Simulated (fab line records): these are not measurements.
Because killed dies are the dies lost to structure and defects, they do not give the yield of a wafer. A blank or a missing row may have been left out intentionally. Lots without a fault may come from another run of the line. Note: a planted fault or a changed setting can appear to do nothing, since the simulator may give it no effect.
Which tool is to blame? :: flow berkeleyCmos170 :: 7 lots, 21 wafers sampled, at 3 steps of a route of 331

## WHAT EACH GAUGE READ, for each wafer
UCB170_SDANNEAL_RS_MEAS_04: uses a four-point probe to measure.
lot: L522
measured: day 8 12:53
on: filmMetro-03
PLDD_RS (ohm/sq): 1030.1 1029.5 1028.1

lot: L525
measured: day 9 06:36
on: filmMetro-01
PLDD_RS (ohm/sq): 1028.9 1030.4 1029.7

lot: L527
measured: day 9 08:21
on: filmMetro-03
PLDD_RS (ohm/sq): 1167.5 1170.2 1169.8 1169.1 1169.3 1170.4

lot: L528
measured: day 9 23:05
on: filmMetro-04
PLDD_RS (ohm/sq): 1030.8 1036.0 1033.8

lot: L531
measured: day 10 16:29
on: filmMetro-03
PLDD_RS (ohm/sq): 1165.7 1162.8 1165.0 1164.5 1163.9 1164.0

lot: L535
measured: day 11 14:00
on: filmMetro-01
PLDD_RS (ohm/sq): 1030.7 1029.2 1030.0

lot: L537
measured: day 12 05:02
on: filmMetro-04
PLDD_RS (ohm/sq): 1029.3 1027.6 1031.8

## TOOL THAT RAN EACH LOT (tool first, then ch and the chambers of the sampled wafers, then the start)
lot: L522
UCB170_PLDD_IMPLANT_09: implanter-03 ch 0, day 7 22:26
UCB170_NLDD_STRIP_10: plasmaAsher-03 ch 0,1, day 8 00:37

lot: L525
UCB170_PLDD_IMPLANT_09: implanter-02 ch 0, day 8 13:59
UCB170_NLDD_STRIP_10: plasmaAsher-04 ch 0, day 8 15:55

lot: L527
UCB170_PLDD_IMPLANT_09: implanter-03 ch 0, day 8 14:15
UCB170_NLDD_STRIP_10: plasmaAsher-02 ch 0,1, day 8 23:16

lot: L528
UCB170_PLDD_IMPLANT_09: implanter-02 ch 0, day 9 05:50
UCB170_NLDD_STRIP_10: plasmaAsher-03 ch 0,1, day 9 08:26

lot: L531
UCB170_PLDD_IMPLANT_09: implanter-03 ch 0, day 10 01:09
UCB170_NLDD_STRIP_10: plasmaAsher-03 ch 1, day 10 03:20

lot: L535
UCB170_PLDD_IMPLANT_09: implanter-02 ch 0, day 10 20:32
UCB170_NLDD_STRIP_10: plasmaAsher-03 ch 0,1, day 10 22:49

lot: L537
UCB170_PLDD_IMPLANT_09: implanter-01 ch 0, day 11 11:07
UCB170_NLDD_STRIP_10: plasmaAsher-03 ch 0,1, day 11 13:52
- UCB170_PLDD_IMPLANT_09
- UCB170_NLDD_STRIP_10: strips in O2.

## THE ANSWER, worked out from the rows above alone
Rule: the usual values come from the lots themselves. The widest of any qualifying gaps counts: lots, ordered by their means at a reading, are off when they make up no more than a third of the lots, leave a main group of 4 or more, and stand apart from it by 3 or more times the standard deviation of that group's means. A main group is skipped when, at the precision printed for the reading in the tables above, its means are all equal. Also off: a lot with no number at a reading for which 4 or more lots have one. The other lots that the step has rows for count as sound.
Off: L527, L531, at UCB170_SDANNEAL_RS_MEAS_04 (PLDD_RS). Main group: mean 1030.4 ohm/sq, sd 1.6.
If a tool, at a process step before that reading, ran all the lots that are off and no sound lot after the first of them, it fits. Gauges at UCB170_SDANNEAL_RS_MEAS_04: tried the same way as those tools. This does not decide it: 2 tools fit, namely implanter-03 at UCB170_PLDD_IMPLANT_09 and filmMetro-03 at UCB170_SDANNEAL_RS_MEAS_04.

## WHAT HAD BEEN PUT IN BY THE SIMULATOR
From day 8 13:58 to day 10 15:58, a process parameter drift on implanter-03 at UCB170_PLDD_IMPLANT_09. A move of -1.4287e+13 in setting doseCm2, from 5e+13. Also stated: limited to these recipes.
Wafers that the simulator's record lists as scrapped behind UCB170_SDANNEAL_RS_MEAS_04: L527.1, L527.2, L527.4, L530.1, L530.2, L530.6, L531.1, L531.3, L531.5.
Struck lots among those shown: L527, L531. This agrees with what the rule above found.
